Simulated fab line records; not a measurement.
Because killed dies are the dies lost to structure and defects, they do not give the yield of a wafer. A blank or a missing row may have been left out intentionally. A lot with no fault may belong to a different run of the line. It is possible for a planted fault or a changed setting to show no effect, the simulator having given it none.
fab line records :: flow berkeley-cmos170
[record]
  lots = 14
  wafers = 42
  last-day = 13
route steps=331 shown PLDD@154
lots untouched by any fault: they come from a run of this same line in which no faults occurred
start-h: hours from the record's first day to the start of the lot's first wafer shown :: wait-h: hours since the lot's step before :: " unchanged from the row above :: L1.1+2: one row covering several wafers at once :: - either no value or no given start :: * or withheld: withheld :: < > ~ a bound
route shown NAME@n: names a module that has steps shown in the file, with the first one's number in the route :: usual: mean/standard deviation taken from wafers without a fault :: same: alike in all rows :: chamber/n: place in a boat :: sites: each site's reading :: _std_site: their standard deviation :: _edge_site: outer sites' mean less inner sites' :: radius-mm: how far each site lies from the wafer's centre :: mask NAME#n: copy n :: behind: the most recent tool/chamber to have shaped the wafer :: hold: reason for holding the lot/hours on hold/outcome of the hold :: device: the transistor (n, p or np) that didn't switch :: end of line: tests of these same wafers at the route's end :: for a step that has no rows: nothing shown but its recipe :: killed: the dies lost at the first sort to structure and to defects; this is not the yield of the wafer :: map: shows each die of a wafer: x if killed, . if not, _ if none is there
set.NAME: the setting that was run; set.NAME@STEP: the one run at that earlier step :: model.NAME: the simulator's own value behind a step, which no gauge read
a sample of lots followed through the steps of the route, with each step as a table and each wafer as a row
services: the hour from which a tool's chamber was out of use, counted from the record's first day as start-h (under 0 if before that day), plus the number of hours and why
[[steps]]
[step UCB170_PLDD_IMPLANT_09]
[recipe]
  species = BF2
  dose-cm2 = 5e+13
  energy-kev = 10
  tilt-deg = 7
  rotation-deg = 180
[usual]
  beam-on-s = 10.01/0.2
  dose-ions-cm2 = 5e+13/5.1e+10
  faraday-current-uA = 158/3.1
  rotation-deg = 180.00/0.046
lot.wafer: L908.1
tool: implanter-04
chamber: 0
start-h: 158.62
wait-h: 0.1
beam-on-s: 10.18
dose-ions-cm2: 4.995e+13
faraday-current-uA: 155
rotation-deg: 180.06

lot.wafer: L908.2
tool: implanter-04
chamber: 0
start-h: 158.62
wait-h: 0.1
beam-on-s: 9.82
dose-ions-cm2: 5.001e+13
faraday-current-uA: 161
rotation-deg: 180.00

lot.wafer: L908.3
tool: implanter-04
chamber: 0
start-h: 158.62
wait-h: 0.1
beam-on-s: 9.79
dose-ions-cm2: 5.001e+13
faraday-current-uA: 162
rotation-deg: 180.00

lot.wafer: L909.2
tool: implanter-03
chamber: 0
start-h: 158.92
wait-h: 0.1
beam-on-s: 9.57
dose-ions-cm2: 5.002e+13
faraday-current-uA: 164
rotation-deg: 179.94

lot.wafer: L909.3
tool: implanter-03
chamber: 0
start-h: 158.92
wait-h: 0.1
beam-on-s: 9.72
dose-ions-cm2: 5.002e+13
faraday-current-uA: 163
rotation-deg: 180.03

lot.wafer: L909.4
tool: implanter-03
chamber: 0
start-h: 158.92
wait-h: 0.1
beam-on-s: 10.18
dose-ions-cm2: 5.004e+13
faraday-current-uA: 156
rotation-deg: 180.03

lot.wafer: L907.1
tool: implanter-02
chamber: 0
start-h: 159.35
wait-h: 0.1
beam-on-s: 9.88
dose-ions-cm2: 4.996e+13
faraday-current-uA: 161
rotation-deg: 180.00

lot.wafer: L907.2
tool: implanter-02
chamber: 0
start-h: 159.35
wait-h: 0.1
beam-on-s: 10.01
dose-ions-cm2: 5e+13
faraday-current-uA: 159
rotation-deg: 179.94

lot.wafer: L907.4
tool: implanter-02
chamber: 0
start-h: 159.35
wait-h: 0.1
beam-on-s: 10.45
dose-ions-cm2: 4.997e+13
faraday-current-uA: 151
rotation-deg: 180.02

lot.wafer: L906.1
tool: implanter-04
chamber: 0
start-h: 159.63
wait-h: 0.1
beam-on-s: 9.90
dose-ions-cm2: 4.998e+13
faraday-current-uA: 160
rotation-deg: 180.06

lot.wafer: L906.4
tool: implanter-04
chamber: 0
start-h: 159.63
wait-h: 0.1
beam-on-s: 10.34
dose-ions-cm2: 5.002e+13
faraday-current-uA: 154
rotation-deg: 180.00

lot.wafer: L906.5
tool: implanter-04
chamber: 0
start-h: 159.63
wait-h: 0.1
beam-on-s: 10.29
dose-ions-cm2: 4.995e+13
faraday-current-uA: 154
rotation-deg: 179.96

lot.wafer: L904.3
tool: implanter-03
chamber: 0
start-h: 159.95
wait-h: 0.1
beam-on-s: 9.77
dose-ions-cm2: 5.001e+13
faraday-current-uA: 163
rotation-deg: 179.98

lot.wafer: L904.5
tool: implanter-03
chamber: 0
start-h: 159.95
wait-h: 0.1
beam-on-s: 9.77
dose-ions-cm2: 4.994e+13
faraday-current-uA: 161
rotation-deg: 179.91

lot.wafer: L904.6
tool: implanter-03
chamber: 0
start-h: 159.95
wait-h: 0.1
beam-on-s: 9.85
dose-ions-cm2: 4.989e+13
faraday-current-uA: 161
rotation-deg: 179.90

lot.wafer: L913.1
tool: implanter-04
chamber: 0
start-h: 187.73
wait-h: 0.1
beam-on-s: 9.96
dose-ions-cm2: 5e+13
faraday-current-uA: 159
rotation-deg: 179.91

lot.wafer: L913.4
tool: implanter-04
chamber: 0
start-h: 187.73
wait-h: 0.1
beam-on-s: 10.09
dose-ions-cm2: 5.002e+13
faraday-current-uA: 157
rotation-deg: 180.05

lot.wafer: L913.5
tool: implanter-04
chamber: 0
start-h: 187.73
wait-h: 0.1
beam-on-s: 9.90
dose-ions-cm2: 5.001e+13
faraday-current-uA: 160
rotation-deg: 180.05

lot.wafer: L916.1
tool: implanter-03
chamber: 0
start-h: 204.27
wait-h: 0.1
beam-on-s: 12.65
dose-ions-cm2: 8.037e+13
faraday-current-uA: 201
rotation-deg: 180.11

lot.wafer: L916.2
tool: implanter-03
chamber: 0
start-h: 204.27
wait-h: 0.1
beam-on-s: 13.53
dose-ions-cm2: 8.045e+13
faraday-current-uA: 190
rotation-deg: 179.94

lot.wafer: L916.6
tool: implanter-03
chamber: 0
start-h: 204.27
wait-h: 0.1
beam-on-s: 13.13
dose-ions-cm2: 8.046e+13
faraday-current-uA: 194
rotation-deg: 179.96

lot.wafer: L919.1
tool: implanter-03
chamber: 0
start-h: 219.87
wait-h: 0.1
beam-on-s: 13.13
dose-ions-cm2: 8.056e+13
faraday-current-uA: 195
rotation-deg: 179.93

lot.wafer: L919.2
tool: implanter-03
chamber: 0
start-h: 219.87
wait-h: 0.1
beam-on-s: 13.14
dose-ions-cm2: 8.047e+13
faraday-current-uA: 193
rotation-deg: 179.94

lot.wafer: L919.6
tool: implanter-03
chamber: 0
start-h: 219.87
wait-h: 0.1
beam-on-s: 12.76
dose-ions-cm2: 8.056e+13
faraday-current-uA: 199
rotation-deg: 179.89

lot.wafer: L920.4
tool: implanter-02
chamber: 0
start-h: 233.39
wait-h: 0.1
beam-on-s: 10.09
dose-ions-cm2: 4.998e+13
faraday-current-uA: 157
rotation-deg: 180.06

lot.wafer: L920.5
tool: implanter-02
chamber: 0
start-h: 233.39
wait-h: 0.1
beam-on-s: 10.02
dose-ions-cm2: 5.01e+13
faraday-current-uA: 158
rotation-deg: 180.01

lot.wafer: L920.6
tool: implanter-02
chamber: 0
start-h: 233.39
wait-h: 0.1
beam-on-s: 10.18
dose-ions-cm2: 4.999e+13
faraday-current-uA: 156
rotation-deg: 179.99

lot.wafer: L922.3
tool: implanter-02
chamber: 0
start-h: 244.12
wait-h: 0.1
beam-on-s: 10.20
dose-ions-cm2: 5e+13
faraday-current-uA: 156
rotation-deg: 180.03

lot.wafer: L922.4
tool: implanter-02
chamber: 0
start-h: 244.12
wait-h: 0.1
beam-on-s: 10.14
dose-ions-cm2: 4.998e+13
faraday-current-uA: 157
rotation-deg: 180.03

lot.wafer: L922.6
tool: implanter-02
chamber: 0
start-h: 244.12
wait-h: 0.1
beam-on-s: 10.08
dose-ions-cm2: 5.005e+13
faraday-current-uA: 157
rotation-deg: 180.01

lot.wafer: L925.1
tool: implanter-02
chamber: 0
start-h: 250.71
wait-h: 0.1
beam-on-s: 9.38
dose-ions-cm2: 4.998e+13
faraday-current-uA: 168
rotation-deg: 179.99

lot.wafer: L925.4
tool: implanter-02
chamber: 0
start-h: 250.71
wait-h: 0.1
beam-on-s: 10.05
dose-ions-cm2: 4.999e+13
faraday-current-uA: 158
rotation-deg: 180.04

lot.wafer: L925.6
tool: implanter-02
chamber: 0
start-h: 250.71
wait-h: 0.1
beam-on-s: 10.08
dose-ions-cm2: 5.01e+13
faraday-current-uA: 157
rotation-deg: 180.00

lot.wafer: L924.2
tool: implanter-04
chamber: 0
start-h: 250.86
wait-h: 0.1
beam-on-s: 9.95
dose-ions-cm2: 5.002e+13
faraday-current-uA: 159
rotation-deg: 179.98

lot.wafer: L924.5
tool: implanter-04
chamber: 0
start-h: 250.86
wait-h: 0.1
beam-on-s: 9.87
dose-ions-cm2: 4.999e+13
faraday-current-uA: 161
rotation-deg: 180.02

lot.wafer: L924.6
tool: implanter-04
chamber: 0
start-h: 250.86
wait-h: 0.1
beam-on-s: 10.10
dose-ions-cm2: 5.007e+13
faraday-current-uA: 156
rotation-deg: 180.01

lot.wafer: L927.1
tool: implanter-04
chamber: 0
start-h: 265.22
wait-h: 0.1
beam-on-s: 9.99
dose-ions-cm2: 4.995e+13
faraday-current-uA: 159
rotation-deg: 180.04

lot.wafer: L927.3
tool: implanter-04
chamber: 0
start-h: 265.22
wait-h: 0.1
beam-on-s: 10.07
dose-ions-cm2: 4.991e+13
faraday-current-uA: 157
rotation-deg: 180.00

lot.wafer: L927.4
tool: implanter-04
chamber: 0
start-h: 265.22
wait-h: 0.1
beam-on-s: 9.98
dose-ions-cm2: 4.993e+13
faraday-current-uA: 158
rotation-deg: 180.06

lot.wafer: L926.4
tool: implanter-02
chamber: 0
start-h: 266.36
wait-h: 0.1
beam-on-s: 10.14
dose-ions-cm2: 5.001e+13
faraday-current-uA: 156
rotation-deg: 180.00

lot.wafer: L926.5
tool: implanter-02
chamber: 0
start-h: 266.36
wait-h: 0.1
beam-on-s: 9.93
dose-ions-cm2: 5.004e+13
faraday-current-uA: 160
rotation-deg: 179.96

lot.wafer: L926.6
tool: implanter-02
chamber: 0
start-h: 266.36
wait-h: 0.1
beam-on-s: 10.08
dose-ions-cm2: 4.997e+13
faraday-current-uA: 158
rotation-deg: 180.04
[step UCB170_PLDD_TW_MEAS_11]
[usual]
  PLDD_TW = 1008/4.2
lot.wafer: L908.1
tool: film-metro-03
chamber: -
start-h: 158.87
wait-h: 0.1
PLDD_TW: 1009

lot.wafer: L908.2
tool: film-metro-03
chamber: -
start-h: 158.87
wait-h: 0.1
PLDD_TW: 1011

lot.wafer: L908.3
tool: film-metro-03
chamber: -
start-h: 158.87
wait-h: 0.1
PLDD_TW: 1012

lot.wafer: L909.2
tool: film-metro-01
chamber: -
start-h: 159.15
wait-h: 0.1
PLDD_TW: 1007

lot.wafer: L909.3
tool: film-metro-01
chamber: -
start-h: 159.15
wait-h: 0.1
PLDD_TW: 1009

lot.wafer: L909.4
tool: film-metro-01
chamber: -
start-h: 159.15
wait-h: 0.1
PLDD_TW: 1006

lot.wafer: L907.1
tool: film-metro-03
chamber: -
start-h: 159.60
wait-h: 0.1
PLDD_TW: 1005

lot.wafer: L907.2
tool: film-metro-03
chamber: -
start-h: 159.60
wait-h: 0.1
PLDD_TW: 1012

lot.wafer: L907.4
tool: film-metro-03
chamber: -
start-h: 159.60
wait-h: 0.1
PLDD_TW: 1011

lot.wafer: L906.1
tool: film-metro-01
chamber: -
start-h: 159.88
wait-h: 0.1
PLDD_TW: 1002

lot.wafer: L906.4
tool: film-metro-01
chamber: -
start-h: 159.88
wait-h: 0.1
PLDD_TW: 1006

lot.wafer: L906.5
tool: film-metro-01
chamber: -
start-h: 159.88
wait-h: 0.1
PLDD_TW: 1007

lot.wafer: L904.3
tool: film-metro-02
chamber: -
start-h: 160.17
wait-h: 0.1
PLDD_TW: 1007

lot.wafer: L904.5
tool: film-metro-02
chamber: -
start-h: 160.17
wait-h: 0.1
PLDD_TW: 1005

lot.wafer: L904.6
tool: film-metro-02
chamber: -
start-h: 160.17
wait-h: 0.1
PLDD_TW: 1005

lot.wafer: L913.1
tool: film-metro-02
chamber: -
start-h: 187.98
wait-h: 0.1
PLDD_TW: 1008

lot.wafer: L913.4
tool: film-metro-02
chamber: -
start-h: 187.98
wait-h: 0.1
PLDD_TW: 1009

lot.wafer: L913.5
tool: film-metro-02
chamber: -
start-h: 187.98
wait-h: 0.1
PLDD_TW: 1009

lot.wafer: L916.1
tool: film-metro-02
chamber: -
start-h: 204.52
wait-h: 0.1
PLDD_TW: 1093

lot.wafer: L916.2
tool: film-metro-02
chamber: -
start-h: 204.52
wait-h: 0.1
PLDD_TW: 1099

lot.wafer: L916.6
tool: film-metro-02
chamber: -
start-h: 204.52
wait-h: 0.1
PLDD_TW: 1098

lot.wafer: L919.1
tool: film-metro-02
chamber: -
start-h: 220.12
wait-h: 0.1
PLDD_TW: 1093

lot.wafer: L919.2
tool: film-metro-02
chamber: -
start-h: 220.12
wait-h: 0.1
PLDD_TW: 1091

lot.wafer: L919.6
tool: film-metro-02
chamber: -
start-h: 220.12
wait-h: 0.1
PLDD_TW: 1094

lot.wafer: L920.4
tool: film-metro-02
chamber: -
start-h: 233.59
wait-h: 0.1
PLDD_TW: 1005

lot.wafer: L920.5
tool: film-metro-02
chamber: -
start-h: 233.59
wait-h: 0.1
PLDD_TW: 1008

lot.wafer: L920.6
tool: film-metro-02
chamber: -
start-h: 233.59
wait-h: 0.1
PLDD_TW: 1009

lot.wafer: L922.3
tool: film-metro-03
chamber: -
start-h: 244.34
wait-h: 0.1
PLDD_TW: 1001

lot.wafer: L922.4
tool: film-metro-03
chamber: -
start-h: 244.34
wait-h: 0.1
PLDD_TW: 1007

lot.wafer: L922.6
tool: film-metro-03
chamber: -
start-h: 244.34
wait-h: 0.1
PLDD_TW: 1004

lot.wafer: L925.1
tool: film-metro-01
chamber: -
start-h: 250.96
wait-h: 0.1
PLDD_TW: 1011

lot.wafer: L925.4
tool: film-metro-01
chamber: -
start-h: 250.96
wait-h: 0.1
PLDD_TW: 1013

lot.wafer: L925.6
tool: film-metro-01
chamber: -
start-h: 250.96
wait-h: 0.1
PLDD_TW: 1011

lot.wafer: L924.2
tool: film-metro-03
chamber: -
start-h: 251.09
wait-h: 0.1
PLDD_TW: 1011

lot.wafer: L924.5
tool: film-metro-03
chamber: -
start-h: 251.09
wait-h: 0.1
PLDD_TW: 999

lot.wafer: L924.6
tool: film-metro-03
chamber: -
start-h: 251.09
wait-h: 0.1
PLDD_TW: 1003

lot.wafer: L927.1
tool: film-metro-02
chamber: -
start-h: 265.47
wait-h: 0.1
PLDD_TW: 1004

lot.wafer: L927.3
tool: film-metro-02
chamber: -
start-h: 265.47
wait-h: 0.1
PLDD_TW: 1002

lot.wafer: L927.4
tool: film-metro-02
chamber: -
start-h: 265.47
wait-h: 0.1
PLDD_TW: 997

lot.wafer: L926.4
tool: film-metro-01
chamber: -
start-h: 266.56
wait-h: 0.1
PLDD_TW: 1008

lot.wafer: L926.5
tool: film-metro-01
chamber: -
start-h: 266.56
wait-h: 0.1
PLDD_TW: 1011

lot.wafer: L926.6
tool: film-metro-01
chamber: -
start-h: 266.56
wait-h: 0.1
PLDD_TW: 1007
[step UCB170_SDANNEAL_RS_MEAS_04]
[recipe]
  thk-meas-gauge = four-point-probe
[usual]
  PLDD_RS = 1031.7/2.3
lot.wafer: L909.2
tool: film-metro-01
chamber: -
start-h: 174.25
wait-h: 0.1
PLDD_RS[ohm/sq]: 1035.0

lot.wafer: L909.3
tool: film-metro-01
chamber: -
start-h: 174.25
wait-h: 0.1
PLDD_RS[ohm/sq]: 1033.4

lot.wafer: L909.4
tool: film-metro-01
chamber: -
start-h: 174.25
wait-h: 0.1
PLDD_RS[ohm/sq]: 1036.3

lot.wafer: L908.1
tool: film-metro-03
chamber: -
start-h: 174.42
wait-h: 0.1
PLDD_RS[ohm/sq]: 1030.9

lot.wafer: L908.2
tool: film-metro-03
chamber: -
start-h: 174.42
wait-h: 0.1
PLDD_RS[ohm/sq]: 1034.6

lot.wafer: L908.3
tool: film-metro-03
chamber: -
start-h: 174.42
wait-h: 0.1
PLDD_RS[ohm/sq]: 1034.4

lot.wafer: L907.1
tool: film-metro-02
chamber: -
start-h: 174.60
wait-h: 0.1
PLDD_RS[ohm/sq]: 1036.4

lot.wafer: L907.2
tool: film-metro-02
chamber: -
start-h: 174.60
wait-h: 0.1
PLDD_RS[ohm/sq]: 1031.2

lot.wafer: L907.4
tool: film-metro-02
chamber: -
start-h: 174.60
wait-h: 0.1
PLDD_RS[ohm/sq]: 1035.3

lot.wafer: L904.3
tool: film-metro-01
chamber: -
start-h: 174.82
wait-h: 0.1
PLDD_RS[ohm/sq]: 1028.4

lot.wafer: L904.5
tool: film-metro-01
chamber: -
start-h: 174.82
wait-h: 0.1
PLDD_RS[ohm/sq]: 1028.2

lot.wafer: L904.6
tool: film-metro-01
chamber: -
start-h: 174.82
wait-h: 0.1
PLDD_RS[ohm/sq]: 1029.2

lot.wafer: L906.1
tool: film-metro-02
chamber: -
start-h: 175.08
wait-h: 0.1
PLDD_RS[ohm/sq]: 1033.9

lot.wafer: L906.4
tool: film-metro-02
chamber: -
start-h: 175.08
wait-h: 0.1
PLDD_RS[ohm/sq]: 1032.9

lot.wafer: L906.5
tool: film-metro-02
chamber: -
start-h: 175.08
wait-h: 0.1
PLDD_RS[ohm/sq]: 1035.4

lot.wafer: L913.1
tool: film-metro-02
chamber: -
start-h: 203.63
wait-h: 0.1
PLDD_RS[ohm/sq]: 1033.9

lot.wafer: L913.4
tool: film-metro-02
chamber: -
start-h: 203.63
wait-h: 0.1
PLDD_RS[ohm/sq]: 1035.7

lot.wafer: L913.5
tool: film-metro-02
chamber: -
start-h: 203.63
wait-h: 0.1
PLDD_RS[ohm/sq]: 1034.2

lot.wafer: L916.1
tool: film-metro-01
chamber: -
start-h: 218.22
wait-h: 0.1
PLDD_RS[ohm/sq]: 838.9

lot.wafer: L916.2
tool: film-metro-01
chamber: -
start-h: 218.22
wait-h: 0.1
PLDD_RS[ohm/sq]: 838.0

lot.wafer: L916.6
tool: film-metro-01
chamber: -
start-h: 218.22
wait-h: 0.1
PLDD_RS[ohm/sq]: 839.8

lot.wafer: L919.1
tool: film-metro-01
chamber: -
start-h: 234.05
wait-h: 0.1
PLDD_RS[ohm/sq]: 835.4

lot.wafer: L919.2
tool: film-metro-01
chamber: -
start-h: 234.05
wait-h: 0.1
PLDD_RS[ohm/sq]: 837.2

lot.wafer: L919.6
tool: film-metro-01
chamber: -
start-h: 234.05
wait-h: 0.1
PLDD_RS[ohm/sq]: 835.8

lot.wafer: L920.4
tool: film-metro-03
chamber: -
start-h: 246.21
wait-h: 0.1
PLDD_RS[ohm/sq]: 1031.7

lot.wafer: L920.5
tool: film-metro-03
chamber: -
start-h: 246.21
wait-h: 0.1
PLDD_RS[ohm/sq]: 1029.5

lot.wafer: L920.6
tool: film-metro-03
chamber: -
start-h: 246.21
wait-h: 0.1
PLDD_RS[ohm/sq]: 1033.5

lot.wafer: L922.3
tool: film-metro-03
chamber: -
start-h: 258.69
wait-h: 0.1
PLDD_RS[ohm/sq]: 1032.9

lot.wafer: L922.4
tool: film-metro-03
chamber: -
start-h: 258.69
wait-h: 0.1
PLDD_RS[ohm/sq]: 1027.9

lot.wafer: L922.6
tool: film-metro-03
chamber: -
start-h: 258.69
wait-h: 0.1
PLDD_RS[ohm/sq]: 1031.5

lot.wafer: L925.1
tool: film-metro-01
chamber: -
start-h: 267.60
wait-h: 0.1
PLDD_RS[ohm/sq]: 1031.0

lot.wafer: L925.4
tool: film-metro-01
chamber: -
start-h: 267.60
wait-h: 0.1
PLDD_RS[ohm/sq]: 1030.8

lot.wafer: L925.6
tool: film-metro-01
chamber: -
start-h: 267.60
wait-h: 0.1
PLDD_RS[ohm/sq]: 1032.2

lot.wafer: L924.2
tool: film-metro-03
chamber: -
start-h: 268.11
wait-h: 0.1
PLDD_RS[ohm/sq]: 1030.6

lot.wafer: L924.5
tool: film-metro-03
chamber: -
start-h: 268.11
wait-h: 0.1
PLDD_RS[ohm/sq]: 1033.5

lot.wafer: L924.6
tool: film-metro-03
chamber: -
start-h: 268.11
wait-h: 0.1
PLDD_RS[ohm/sq]: 1030.4

lot.wafer: L927.1
tool: film-metro-02
chamber: -
start-h: 279.97
wait-h: 0.1
PLDD_RS[ohm/sq]: 1028.8

lot.wafer: L927.3
tool: film-metro-02
chamber: -
start-h: 279.97
wait-h: 0.1
PLDD_RS[ohm/sq]: 1035.0

lot.wafer: L927.4
tool: film-metro-02
chamber: -
start-h: 279.97
wait-h: 0.1
PLDD_RS[ohm/sq]: 1033.0

lot.wafer: L926.4
tool: film-metro-01
chamber: -
start-h: 280.63
wait-h: 0.1
PLDD_RS[ohm/sq]: 1035.5

lot.wafer: L926.5
tool: film-metro-01
chamber: -
start-h: 280.63
wait-h: 0.1
PLDD_RS[ohm/sq]: 1031.3

lot.wafer: L926.6
tool: film-metro-01
chamber: -
start-h: 280.63
wait-h: 0.1
PLDD_RS[ohm/sq]: 1032.1
[[services]]
tool: implanter-04
chamber: -
start-h: 178.01
hours: 2.5
kind: pm

tool: implanter-03
chamber: -
start-h: 214.18
hours: 1.7
kind: repair

tool: implanter-04
chamber: -
start-h: 215.39
hours: 1.8
kind: repair

tool: implanter-03
chamber: -
start-h: 225.61
hours: 2.5
kind: pm
[[key]]
[first-sign]
  step = UCB170_PLDD_IMPLANT_09
  reading = dose-ions-cm2
  direction = up
  sigmas = 99+
  usual = 5e+13
  struck = 8.048e+13
[effect]
  step = UCB170_PLDD_IMPLANT_09
  reading = beam-on-s
  direction = up
  sigmas = 15
  usual = 10.01
  struck = 13.06
[effect]
  step = UCB170_PLDD_TW_MEAS_11
  reading = PLDD_TW
  direction = up
  sigmas = 21
  usual = 1008
  struck = 1095
[effect]
  step = UCB170_SDANNEAL_RS_MEAS_04
  reading = PLDD_RS
  direction = down
  sigmas = 85
  usual = 1031.7
  struck = 837.5
met-at UCB170_PLDD_IMPLANT_09
struck-lots L916,L919
tester-left-out L916,L919
onset-between 159.95 204.27
[fault]
  kind = process-parameter-drift
  tool = implanter-03
  chamber = -
  onset-h = 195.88
  steps = UCB170_PLDD_IMPLANT_09
  channel = dose-cm2
  offset = 3.0482e+13
  shape = step
  end-h = 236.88
  acts-in = these-recipes-only
  stated = 5e+13
// tester-left-out: of these lots the tester's yield and bins aren't shown, on N5 and GAA mostly nor the transistor test; their killed dies are dies lost to structure and defects alone, not to doping, threshold or leakage, so they don't give the yield
